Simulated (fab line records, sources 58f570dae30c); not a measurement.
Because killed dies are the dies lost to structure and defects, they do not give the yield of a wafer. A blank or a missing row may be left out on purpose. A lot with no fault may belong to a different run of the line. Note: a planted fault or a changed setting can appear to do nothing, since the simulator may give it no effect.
One fault seen from 2 desks || flow berkeleyCmos170 || each desk has only its own numbers; what lay behind them comes last

## DESK OF THE TOOL OWNER: lpcvd-01
The tool's own readings at UCB170_GATE_CVD_04 (deposits poly-Si from SiH4, time 1440 s, target thk 214 nm): means of the sampled wafers that have a number, for each lot that ran on this tool. The brackets show how far a lot's mean lies from the usual mean; more than 4 standard deviations puts the lot out of limits, marked OUT.
Columns: A = pressureMtorr at UCB170_GATE_CVD_04, usual 375.0 mTorr; B = spikeTcCentreC at UCB170_GATE_CVD_04, usual 611.9 C; C = zonePowerCentrePct at UCB170_GATE_CVD_04, usual 25.7 %
{"lot": "L214", "first seen here": "day 5 18:53", "A": 375.3, "B": 611.2, "C": 25.6}
{"lot": "L217", "first seen here": "day 6 19:06", "A": 374.2, "B": 614.2, "C": 24.7}
{"lot": "L218", "first seen here": "day 6 19:06", "A": 375.0, "B": 610.9, "C": 25.6}
{"lot": "L224", "first seen here": "day 7 17:33", "A": 375.4, "B": "626.2 (+8.4) OUT", "C": 28.3}
This desk's finding: out of limits on L224; first on L224, day 7 17:33 (spikeTcCentreC at UCB170_GATE_CVD_04). In limits: L214, L217, L218.

## FROM THE METROLOGY DESK
Means of the sampled wafers that have a number, per lot and without regard to the tool the lot ran on: this is what the gauges read. The brackets show how far a lot's mean lies from the usual mean; more than 4 standard deviations puts the lot out of limits, marked OUT.
Columns: A = ACTIVE_NITRIDE_THK at UCB170_ACTIVE_THK_MEAS_06, usual 220.6 nm; B = GATE_POLY_THK at UCB170_GATE_THK_MEAS_05, usual 214.9 nm; C = GATE_OVL at UCB170_GATE_OVL_MEAS_13, usual -2 nm; D = cdNm at UCB170_PLDD_CD_MEAS_06, usual 1200.0 nm
{"lot": "L214", "first seen here": "day 3 19:50", "A": 220.7, "B": 216.6, "C": -3, "D": 1200.4}
{"lot": "L215", "first seen here": "day 4 05:35", "A": 222.1, "B": 212.8, "C": -9, "D": 1200.7}
{"lot": "L216", "first seen here": "day 4 12:35", "A": 223.5, "B": 212.3, "C": -6, "D": 1200.1}
{"lot": "L217", "first seen here": "day 5 01:54", "A": 218.7, "B": 214.8, "C": 3, "D": 1200.6}
{"lot": "L218", "first seen here": "day 5 01:58", "A": 218.1, "B": 214.5, "C": 2, "D": 1199.2}
{"lot": "L224", "first seen here": "day 5 21:35", "A": 218.4, "B": "235.6 (+10) OUT", "C": 1, "D": 1201.1}
{"lot": "L237", "first seen here": "day 8 22:07", "A": 222.3, "B": 218.3, "C": 0, "D": 1199.3}
This desk's result: L224 out of limits, first on L224 (GATE_POLY_THK at UCB170_GATE_THK_MEAS_05), day 7 18:57. In limits: L214, L215, L216, L217, L218, L237.

## ALL TOGETHER
On L224, at day 7 17:33, an alarm was possible from the tool owner's desk.
The metrology desk could have raised an alarm at day 7 18:57, on L224.
Every lot named ran UCB170_GATE_CVD_04 on lpcvd-01.

## WHAT HAD BEEN PUT IN BY THE SIMULATOR
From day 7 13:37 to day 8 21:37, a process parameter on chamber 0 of lpcvd-01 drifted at UCB170_GATE_CVD_04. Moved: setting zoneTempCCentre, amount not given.
Struck lots among those shown: L224.
Hours from the fault's start to each desk's first reading out of limits: the tool owner's desk, 4; the metrology desk, 5.
